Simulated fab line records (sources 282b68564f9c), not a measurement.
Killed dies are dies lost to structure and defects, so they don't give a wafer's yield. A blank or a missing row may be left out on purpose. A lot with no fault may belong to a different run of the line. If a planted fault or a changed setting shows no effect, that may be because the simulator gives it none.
The same fault as seen by 2 desks ; flow rit-cmos ; what lay behind the numbers comes last; until then each desk has only its own

FROM THE METROLOGY DESK
What the gauges read, lot by lot, whatever tool the lot ran on: means of the sampled wafers that have a number. Marked OUT: a lot whose mean sits more than 4 standard deviations from the usual mean, which makes it out of limits; the brackets give that distance.
Columns: A = ACTIVE_OXIDE_THK at RIT_ACTIVE_THK_MEAS_02, usual 46.9 nm
lot;first seen here;A
L482;day 1 17:04;46.4
L485;day 2 08:04;46.6
L486;day 2 13:04;45.8
L487;day 2 18:03;46.7
L488;day 2 23:04;46.2
L489;day 3 04:04;46.6
L491;day 3 14:04;46.2
L492;day 3 19:03;47.2
L493;day 4 00:04;47.5
L494;day 4 05:04;47.1
L498;day 5 01:03;59.6 (+18) OUT
L500;day 5 11:07;59.1 (+17) OUT
L502;day 5 21:04;47.1
L503;day 6 02:03;46.7
This desk's result: L498, L500 out of limits, first on L498 (ACTIVE_OXIDE_THK at RIT_ACTIVE_THK_MEAS_02), day 5 01:03. L482, L485, L486, L487, L488, L489, L491, L492, L493, L494, L502, L503: within limits.

DESK OF THE TOOL OWNER: furnace-03
The tool's own readings at RIT_ACTIVE_OXIDATION_01 (target thk 46.8 nm, ox time 3360 s): means of the sampled wafers that have a number, for each lot that ran on this tool. Marked OUT: a lot whose mean sits more than 4 standard deviations from the usual mean, which makes it out of limits; the brackets give that distance.
Columns: A = spike-tc-centre-C at RIT_ACTIVE_OXIDATION_01, usual 1002.3 C; B = spike-tc-load-C at RIT_ACTIVE_OXIDATION_01, usual 1027.3 C; C = spike-tc-source-C at RIT_ACTIVE_OXIDATION_01, usual 1025 C; D = tube-center-temp-C at RIT_ACTIVE_OXIDATION_01, usual 1000 C; E = tube_center_temp_C_max at RIT_ACTIVE_OXIDATION_01, usual 1002.6; F = zone-power-source-pct at RIT_ACTIVE_OXIDATION_01, usual 34 %
lot;first seen here;A;B;C;D;E;F
L482;day 1 15:07;1003.6;1027.3;1028;1000;1002.4;30
L489;day 3 02:07;1004.1;1025.8;1029;1000;1002.6;30
L492;day 3 17:07;1003.5;1027.2;1029;1000;1002.8;30
L498;day 4 23:07;1026.4 (+20) OUT;1051.6 (+16) OUT;1051 (+6.2) OUT;1023 (+99 or more) OUT;1025.1 (+54) OUT;32
L500;day 5 09:11;1025.4 (+19) OUT;1048.9 (+14) OUT;1051 (+6.3) OUT;1023 (+99 or more) OUT;1025.2 (+54) OUT;32
This desk's verdict: out of limits on L498, L500, starting with L498 at day 4 23:07 (spike-tc-centre-C at RIT_ACTIVE_OXIDATION_01). L482, L489, L492: within limits.

TAKEN TOGETHER
On L498, L500, at day 4 23:07, an alarm was possible from the tool owner's desk.
L498, L500 would have let the metrology desk raise an alarm at day 5 01:03.
All the named lots went through RIT_ACTIVE_OXIDATION_01 on furnace-03.

WHAT HAD BEEN PUT IN BY THE SIMULATOR
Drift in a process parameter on furnace-03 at RIT_ACTIVE_OXIDATION_01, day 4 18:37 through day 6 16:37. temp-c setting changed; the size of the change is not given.
Shown lots that were struck: L498, L500.
Counting hours from when the fault started, the first reading out of limits came at 5 for the tool owner's desk and at 6 for the metrology desk.
